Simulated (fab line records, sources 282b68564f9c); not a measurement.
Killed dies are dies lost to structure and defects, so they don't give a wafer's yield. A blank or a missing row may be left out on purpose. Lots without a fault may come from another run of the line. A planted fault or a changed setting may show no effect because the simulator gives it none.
A struck lot beside a sound one | flow rit_cmos | 15 steps out of a route of 202
Sound: wafers L244.1, L244.2, L244.6. Struck: wafers L253.1, L253.2, L253.5. The cause comes at the end.
At each step with rows: each side's tool, then ch and its chambers, then its first start. Under that, the readings that differ: sound wafers | struck wafers | difference of the means | sigmas: that difference in standard deviations of wafers without a fault.
alike: readings whose means differ by less than 2 such deviations, and words and numbers that are the same on both sides. not compared: withheld readings, readings that some wafer has no value for, bounds like >300 that may hide the same value, and numbers for which the record gives no deviation and whose values overlap.
The two part at a step that has a row with sigmas, a row that says differs or no value, or rows on one side only. Numbers that don't overlap but have no deviation are shown without sigmas and don't part them. A reading that every wafer of one side lacks parts them only if that side has two wafers or more.

RIT_SDANNEAL_RTA_03: time 5 s.
  sound on rtp_anneal-01 ch 0, day 5 19:16; struck on rtp_anneal-01 ch 0, day 8 04:41
  alike: wafer_temp_C_max
RIT_SDANNEAL_RS_MEAS_04: measures by four-point-probe.
  sound on film_metro-02, day 5 19:20; struck on film_metro-03, day 8 04:45
  alike: PSD_RS
RIT_SDANNEAL_RS_MEAS_05: measures by four-point-probe.
  sound on film_metro-02, day 5 19:27; struck on film_metro-03, day 8 04:52
  alike: NSD_RS
RIT_SDANNEAL_RS_MEAS_06: measures by four-point-probe.
  sound on film_metro-02, day 5 19:34; struck on film_metro-03, day 8 04:59
  alike: PLDD_RS
RIT_SDANNEAL_RS_MEAS_07: measures by four-point-probe.
  sound on film_metro-02, day 5 19:41; struck on film_metro-03, day 8 05:07
  alike: NLDD_RS
then, 1 step without rows for these wafers: RIT_SILICIDE_WET_ETCH_00 (etches SiO2 in BOE, target depth 14 nm, time 15 s).
RIT_SILICIDE_SPUTTER_01: material Ti, target thk 30 nm, time 240 s.
  sound on pvd_sputter-02, day 5 19:49; struck on pvd_sputter-02, day 8 05:14
  alike: throttle_valve_pct
RIT_SILICIDE_RS_MEAS_02: measures by four-point-probe.
  sound on film_metro-03, day 5 19:58; struck on film_metro-01, day 8 05:23
  reading                 | sound          | struck         | difference | sigmas
  SILICIDE_TI_RS (ohm/sq) | 47.4 48.0 48.1 | 48.8 49.6 49.2 | +1.4       | +2
RIT_SILICIDE_THK_MEAS_03: measures by xrf.
  sound on film_metro-03, day 5 20:05; struck on film_metro-01, day 8 05:31
  reading              | sound          | struck         | difference | sigmas
  SILICIDE_TI_THK (nm) | 29.6 29.2 29.2 | 28.8 28.4 28.6 | -0.7       | -2
RIT_SILICIDE_RTA_04: time 10 s, ramp up 5 s, ramp down 5 s.
  sound on rtp_anneal-02 ch 0, day 5 20:09; struck on rtp_anneal-01 ch 0, day 8 05:34
  reading          | sound             | struck            | difference | sigmas
  wafer_temp_C_max | 655.3 654.3 655.3 | 651.5 650.9 651.5 | -3.7       | -2
then, 1 step without rows for these wafers: RIT_SILICIDE_WET_ETCH_05 (etches Ti in SPM, time 120 s).
RIT_SILICIDE_RTA_06: time 10 s, ramp up 5 s, ramp down 10 s.
  sound on rtp_anneal-01 ch 0, day 5 20:16; struck on rtp_anneal-02 ch 0, day 8 05:41
  alike: wafer_temp_C_max
RIT_CONTACT_CVD_00: deposits SiO2 from TEOS, target thk 400 nm, time 61 s.
  sound on pecvd-03 ch 0,1,2, day 5 20:20; struck on pecvd-01 ch 0,1, day 8 05:45
  alike: heater_power_w
RIT_CONTACT_THK_MEAS_01:
  sound on film_metro-02, day 5 20:23; struck on film_metro-03, day 8 06:02
  reading               | sound       | struck      | difference | sigmas
  CONTACT_TEOS_THK (nm) | 393 394 403 | 362 365 372 | -30        | -5
  not compared: hold
RIT_M1_PROBE_99:
  sound on prober-02, day 6 02:42; struck on prober-02, day 8 15:08
  reading     | sound | struck | difference | sigmas
  killed_open | 2 0 0 | 1 6 8  | +4         | +2
  alike: killed_at_contacts, killed_at_front_end, killed_dies, killed_short

WHERE THEY PART
First at RIT_SILICIDE_RS_MEAS_02; last, within this record, at RIT_M1_PROBE_99.

WHY: what the simulator had put in
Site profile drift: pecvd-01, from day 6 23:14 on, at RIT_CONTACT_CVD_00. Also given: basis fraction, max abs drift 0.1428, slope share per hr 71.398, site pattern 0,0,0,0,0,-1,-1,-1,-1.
